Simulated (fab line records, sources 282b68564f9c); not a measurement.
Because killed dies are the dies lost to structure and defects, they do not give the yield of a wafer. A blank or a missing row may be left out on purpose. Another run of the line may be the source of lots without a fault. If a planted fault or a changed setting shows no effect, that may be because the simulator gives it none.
fab line records	flow rit-cmos
record lots=14	wafers=42	last-day=7
route steps=202 shown ACTIVE@5 PRETRO@74 CONTACT@168 M1@202
lots that met no fault: from a run of the same line without faults
start-h: hours from the record's opening day to when the first of the lot's shown wafers began	wait-h: hours elapsed since this lot's preceding step	" unchanged from the row above	L1.1+2: a row that stands for several wafers	- either no value or no given start	* or withheld: withheld	< > ~ a bound
route shown NAME@n: a module of which the file shows steps, and the number in the route of the first	usual: mean/standard deviation of fault-free wafers	same: alike in all rows	chamber/n: place in a boat	sites: each site's reading	_std_site: the values' standard deviation	_edge_site: mean of outer sites minus mean of inner sites	radius-mm: for every site, how far away it sits from the centre of the wafer	mask NAME#n: copy n	behind: the most recent tool/chamber to have shaped the wafer	hold: why the lot went on hold/how many hours it stayed there/how the hold came to an end	device: the n, p or np transistor that did not switch	end of line: the same wafers' tests at the end of the route	a step with no rows: only its recipe	killed: at the first sort, the dies lost to defects and structure; wafer yield is something else	map: shows each die of a wafer: x if killed, . if not, _ if none is there
set.NAME: setting as actually run; set.NAME@STEP: the setting as run at that earlier step	model.NAME: the simulator's own value behind a step, which no gauge read
steps of the route over a sample of lots; a table a step, a row a wafer
services: from which hour (start-h, from the record's first day; less than 0 if before it) a tool's chamber was out of use, for how many hours, and why
## steps
# step RIT_ACTIVE_THK_MEAS_04
# recipe reads=Si3N4_of_ACTIVE_CVD_03
# usual ACTIVE_NITRIDE_THK=150.8/1.7
lot.wafer	tool	chamber	start-h	wait-h	ACTIVE_NITRIDE_THK[nm]
L432.1	film-metro-04	-	13.53	0.0	150.8
L432.2	"	-	"	"	152.0
L432.5	"	-	"	"	152.4
L433.1	film-metro-04	-	18.53	0.0	149.3
L433.3	"	-	"	"	148.8
L433.6	"	-	"	"	149.2
L434.1	film-metro-04	-	23.53	0.0	150.8
L434.3	"	-	"	"	152.0
L434.5	"	-	"	"	151.1
L435.1	film-metro-01	-	28.71	0.0	149.2
L435.5	"	-	"	"	149.3
L435.6	"	-	"	"	148.9
L439.1	film-metro-01	-	48.53	0.0	152.0
L439.2	"	-	"	"	153.0
L439.3	"	-	"	"	151.3
L444.4	film-metro-04	-	73.56	0.0	149.5
L444.5	"	-	"	"	150.8
L444.6	"	-	"	"	150.8
L445.4	film-metro-01	-	78.56	0.0	150.9
L445.5	"	-	"	"	151.2
L445.6	"	-	"	"	149.3
L446.1	film-metro-01	-	83.53	0.0	150.6
L446.2	"	-	"	"	149.7
L446.3	"	-	"	"	150.0
L447.3	film-metro-01	-	88.55	0.0	150.0
L447.4	"	-	"	"	152.4
L447.5	"	-	"	"	151.9
L448.2	film-metro-04	-	93.54	0.0	151.5
L448.3	"	-	"	"	151.9
L448.4	"	-	"	"	151.3
L449.1	film-metro-04	-	98.56	0.0	151.1
L449.4	"	-	"	"	150.1
L449.5	"	-	"	"	150.5
L452.1	film-metro-04	-	114.01	0.0	151.5
L452.4	"	-	"	"	151.3
L452.5	"	-	"	"	153.2
L454.1	film-metro-04	-	123.53	0.0	150.1
L454.4	"	-	"	"	149.6
L454.6	"	-	"	"	149.2
L455.2	film-metro-04	-	128.54	0.0	147.5
L455.4	"	-	"	"	147.7
L455.6	"	-	"	"	147.3
# step RIT_ACTIVE_STRIP_14
# recipe chemistry=O2	time-s=180	resist=NOVOLAK	platen-temp-c=withheld	power-w=500	pressure-mtorr=4000	o2-flow-sccm=4000
# usual chamber-pressure-mTorr=4000/3.6	drypump-motor-current-A=5.9/0.6
# same time-s=180
lot.wafer	tool	chamber	start-h	wait-h	chamber-pressure-mTorr	drypump-motor-current-A	rf-hours-counter-h
L432.1	plasma-asher-02	0	14.84	0.1	3998	6.2	40
L432.2	"	1	"	"	4003	5.2	40
L432.5	"	0	"	"	4007	6.1	-
L433.1	plasma-asher-03	0	19.97	0.1	4005	6.7	40
L433.3	"	1	"	"	3998	5.7	-
L433.6	"	1	"	"	3993	5.7	-
L434.1	plasma-asher-03	1	25.05	0.1	3998	5.7	40
L434.3	"	1	"	"	4004	5.7	-
L434.5	"	1	"	"	4000	5.7	-
L435.1	plasma-asher-03	1	30.02	0.1	3996	5.7	41
L435.5	"	0	"	"	4002	6.6	-
L435.6	"	1	"	"	3997	5.7	-
L439.1	plasma-asher-01	1	49.84	0.1	3998	5.2	17
L439.2	"	0	"	"	4002	5.2	17
L439.3	"	0	"	"	3997	5.2	-
L444.4	plasma-asher-03	0	74.90	0.1	4002	6.7	-
L444.5	"	0	"	"	4001	6.7	-
L444.6	"	1	"	"	4003	5.7	-
L445.4	plasma-asher-03	1	79.90	0.1	3997	5.7	-
L445.5	"	1	"	"	3996	5.7	-
L445.6	"	0	"	"	4002	6.7	-
L446.1	plasma-asher-03	0	84.97	0.1	3998	6.7	47
L446.2	"	1	"	"	3995	5.7	47
L446.3	"	1	"	"	3999	5.7	-
L447.3	plasma-asher-01	0	90.03	0.1	4001	5.2	-
L447.4	"	1	"	"	4000	5.2	-
L447.5	"	1	"	"	4002	5.2	-
L448.2	plasma-asher-03	0	94.84	0.1	4003	6.6	48
L448.3	"	0	"	"	4002	6.6	-
L448.4	"	1	"	"	4003	5.7	-
L449.1	plasma-asher-03	1	100.00	0.1	4001	5.7	48
L449.4	"	1	"	"	4004	5.7	-
L449.5	"	0	"	"	3998	6.7	-
L452.1	plasma-asher-03	0	115.58	0.1	4001	6.7	50
L452.4	"	1	"	"	4000	5.7	-
L452.5	"	0	"	"	3999	6.6	-
L454.1	plasma-asher-02	0	124.84	0.1	3994	6.2	52
L454.4	"	0	"	"	4004	6.2	-
L454.6	"	0	"	"	3994	6.2	-
L455.2	plasma-asher-03	0	129.97	0.1	4002	6.7	52
L455.4	"	1	"	"	3996	5.7	-
L455.6	"	0	"	"	3998	6.7	-
# step RIT_PRETRO_TW_MEAS_10
# usual PRETRO_TW=479/7.2
lot.wafer	tool	chamber	start-h	wait-h	PRETRO_TW
L432.1	film-metro-02	-	32.09	0.1	489
L432.2	"	-	"	"	487
L432.5	"	-	"	"	485
L433.1	film-metro-02	-	37.35	0.1	487
L433.3	"	-	"	"	486
L433.6	"	-	"	"	488
L434.1	film-metro-02	-	41.94	0.1	488
L434.3	"	-	"	"	485
L434.5	"	-	"	"	486
L435.1	film-metro-01	-	46.17	0.1	478
L435.5	"	-	"	"	477
L435.6	"	-	"	"	479
L439.1	film-metro-01	-	66.28	0.1	477
L439.2	"	-	"	"	476
L439.3	"	-	"	"	479
L444.4	film-metro-01	-	91.00	0.1	479
L444.5	"	-	"	"	476
L444.6	"	-	"	"	478
L445.4	film-metro-02	-	96.74	0.1	485
L445.5	"	-	"	"	488
L445.6	"	-	"	"	486
L446.1	film-metro-04	-	101.72	0.1	467
L446.2	"	-	"	"	469
L446.3	"	-	"	"	468
L447.3	film-metro-04	-	106.03	0.1	470
L447.4	"	-	"	"	469
L447.5	"	-	"	"	471
L448.2	film-metro-04	-	111.56	0.2	471
L448.3	"	-	"	"	468
L448.4	"	-	"	"	467
L449.1	film-metro-02	-	117.20	0.1	490
L449.4	"	-	"	"	488
L449.5	"	-	"	"	487
L452.1	film-metro-01	-	131.83	0.1	486
L452.4	"	-	"	"	485
L452.5	"	-	"	"	482
L454.1	film-metro-02	-	142.06	0.1	487
L454.4	"	-	"	"	488
L454.6	"	-	"	"	488
L455.2	film-metro-04	-	146.09	0.1	470
L455.4	"	-	"	"	470
L455.6	"	-	"	"	469
# step RIT_CONTACT_CVD_00
# recipe material=SiO2	target-thk-nm=400	precursor=TEOS	temp-c=390	time-s=61	rf-w=400
# usual heater-power-w=321/38
# same time-s=61
lot.wafer	tool	chamber	start-h	wait-h	heater-power-w	since-wet-clean-h
L432.1	pecvd-03	2	50.53	0.1	330	1387
L432.2	"	0	"	"	356	1387
L432.5	"	1	"	"	285	-
L433.1	pecvd-04	2	56.31	0.1	248	612
L433.3	"	0	"	"	355	612
L433.6	"	0	"	"	378	-
L434.1	pecvd-01	0	60.20	0.1	281	1006
L434.3	"	2	"	"	357	1006
L434.5	"	1	"	"	311	-
L434.1	pecvd-01	0	60.41	0.2	294	-
L434.3	"	2	"	"	361	-
L434.5	"	1	"	"	314	-
L435.1	pecvd-03	1	66.00	0.1	292	1402
L435.5	"	0	"	"	333	-
L435.6	"	2	"	"	321	-
L439.1	pecvd-04	2	85.29	0.1	314	641
L439.2	"	1	"	"	366	641
L439.3	"	0	"	"	355	641
L439.1	pecvd-04	2	85.51	0.2	308	-
L439.2	"	1	"	"	369	-
L439.3	"	0	"	"	368	-
L444.4	pecvd-03	0	111.78	0.0	292	-
L444.5	"	2	"	"	304	-
L444.6	"	1	"	"	306	-
L445.4	pecvd-04	0	115.09	0.0	346	-
L445.5	"	1	"	"	414	-
L445.6	"	2	"	"	246	-
L446.1	pecvd-01	0	120.79	0.1	353	1067
L446.2	"	2	"	"	334	1067
L446.3	"	1	"	"	293	1067
L447.3	pecvd-03	2	124.65	0.0	315	1461
L447.4	"	2	"	"	323	-
L447.5	"	1	"	"	312	-
L448.2	pecvd-04	0	129.99	0.0	381	685
L448.3	"	0	"	"	284	-
L448.4	"	1	"	"	360	-
L449.1	pecvd-01	2	136.62	0.1	301	1082
L449.4	"	0	"	"	267	-
L449.5	"	2	"	"	326	-
L452.1	pecvd-01	1	150.87	0.1	304	1097
L452.4	"	0	"	"	264	-
L452.5	"	1	"	"	325	-
L454.1	pecvd-03	2	162.76	0.1	325	1499
L454.4	"	1	"	"	308	-
L454.6	"	0	"	"	338	-
L455.2	pecvd-01	1	166.72	0.0	309	1112
L455.4	"	2	"	"	344	-
L455.6	"	0	"	"	300	-
# step RIT_CONTACT_THK_MEAS_01
# recipe reads=SiO2_of_CONTACT_CVD_00
# usual CONTACT_TEOS_THK=399/5
lot.wafer	tool	chamber	start-h	wait-h	CONTACT_TEOS_THK[nm]
L432.1	film-metro-03	-	50.58	0.0	390
L432.2	"	-	"	"	390
L432.5	"	-	"	"	401
L433.1	film-metro-03	-	56.37	0.0	401
L433.3	"	-	"	"	398
L433.6	"	-	"	"	404
L434.1	film-metro-03	-	60.46	0.0	802
L434.3	"	-	"	"	799
L434.5	"	-	"	"	808
L434.1	film-metro-03	-	60.79	0.3	802
L434.3	"	-	"	"	799
L434.5	"	-	"	"	808
L435.1	film-metro-03	-	66.05	0.0	395
L435.5	"	-	"	"	404
L435.6	"	-	"	"	401
L439.1	film-metro-02	-	85.56	0.0	799
L439.2	"	-	"	"	788
L439.3	"	-	"	"	787
L439.1	film-metro-02	-	85.78	0.2	798
L439.2	"	-	"	"	787
L439.3	"	-	"	"	787
L444.4	film-metro-03	-	111.84	0.0	395
L444.5	"	-	"	"	397
L444.6	"	-	"	"	406
L445.4	film-metro-02	-	115.14	0.0	402
L445.5	"	-	"	"	397
L445.6	"	-	"	"	397
L446.1	film-metro-03	-	120.84	0.0	400
L446.2	"	-	"	"	400
L446.3	"	-	"	"	399
L447.3	film-metro-04	-	124.72	0.0	398
L447.4	"	-	"	"	402
L447.5	"	-	"	"	402
L448.2	film-metro-02	-	130.08	0.1	398
L448.3	"	-	"	"	403
L448.4	"	-	"	"	404
L449.1	film-metro-03	-	136.67	0.0	397
L449.4	"	-	"	"	399
L449.5	"	-	"	"	400
L452.1	film-metro-03	-	150.92	0.0	391
L452.4	"	-	"	"	402
L452.5	"	-	"	"	402
L454.1	film-metro-03	-	162.81	0.0	396
L454.4	"	-	"	"	401
L454.6	"	-	"	"	400
L455.2	film-metro-03	-	166.78	0.0	391
L455.4	"	-	"	"	400
L455.6	"	-	"	"	405
# step RIT_M1_PROBE_99
# usual defect-limited-yield=97.1/1.1	killed-at-contacts=0.1/0.26	killed-at-front-end=7.5/2.8	killed-dies=7.6/2.8	killed-open=3.9/2.1	killed-short=3.7/1.7	sort_bin_3_pad_short=0.1/0.2	sort_bin_5_function=1.7/0.85	sort_bin_6_memory=1.1/0.71	sort-n-pass=256.4/2.8	sort-yield-pct=97.1/1.1
# same gross-dies=264	killed_at_M0_to_M3=0	killed_at_M4_up=0	killed-at-back-side=0	killed-at-other=0
lot.wafer	tool	chamber	start-h	wait-h	defect-limited-yield[%]	killed-at-contacts	killed-at-front-end	killed-dies	killed-open	killed-short	sort_bin_3_pad_short[%]	sort_bin_5_function[%]	sort_bin_6_memory[%]	sort-n-pass	sort-yield-pct[%]
L448.2	prober-01	-	136.36	0.1	98.5	0	4	4	3	1	0	0.8	0.8	260.0	98.5
L448.3	prober-01	-	136.41	0.2	98.1	0	5	5	2	3	0.4	0.4	1.1	259.0	98.1
L448.4	prober-01	-	136.46	0.2	98.1	0	5	5	3	2	0.4	0.4	1.1	259.0	98.1
# killed by level:class
L448.2 FOX1:geometric-particle:short=1 GATE:geometric-particle:open=1 REOX:geometric-particle:open=1 SPACER:geometric-particle:open=1
L448.3 FOX1:geometric-particle:open=1 FOX2:geometric-particle:short=1 GATE:geometric-particle:short=1 SPACER:geometric-particle:open=1 SILICIDE:geometric-particle:short=1
L448.4 SPACER:geometric-particle:open=2 GATE:geometric-particle:short=1 REOX:geometric-particle:open=1 SILICIDE:geometric-particle:short=1
## services
tool	chamber	start-h	hours	kind
pecvd-01	1	-5.91	8.4	repair
pecvd-04	-	-3.22	6.0	pm
pecvd-01	-	9.65	2.9	repair
pecvd-03	-	10.31	1.5	repair
pecvd-04	-	11.84	5.5	pm
pecvd-01	-	50.02	0.8	repair
pecvd-01	-	55.90	2.8	pm
pecvd-03	-	58.71	0.6	repair
pecvd-03	-	91.37	3.3	repair
pecvd-03	2	120.18	1.8	repair
pecvd-04	2	122.76	10.6	repair
plasma-asher-03	-	132.28	2.8	pm
plasma-asher-01	-	137.26	4.1	repair
pecvd-03	-	155.47	2.4	repair
pecvd-04	-	158.65	0.2	repair
## key
first-sign step=RIT_CONTACT_CVD_00	reading=visit	direction=added
effect step=RIT_CONTACT_THK_MEAS_01	reading=visit	direction=added
effect step=RIT_CONTACT_THK_MEAS_01	reading=CONTACT_TEOS_THK	direction=up	sigmas=79	usual=399	struck=797
met-at RIT_CONTACT_CVD_00
struck-lots L434,L439
scrapped-behind RIT_CONTACT_THK_MEAS_01 L434.1,L434.3,L434.5,L439.1,L439.2,L439.3
not-acting-at RIT_ACTIVE_THK_MEAS_04,RIT_ACTIVE_STRIP_14,RIT_PRETRO_TW_MEAS_10
fault kind=repeated-step-whole	tool=pecvd-01,pecvd-03,pecvd-04	chamber=-	onset-h=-	steps=RIT_CONTACT_CVD_00	times=1	scope=struck-lots-only
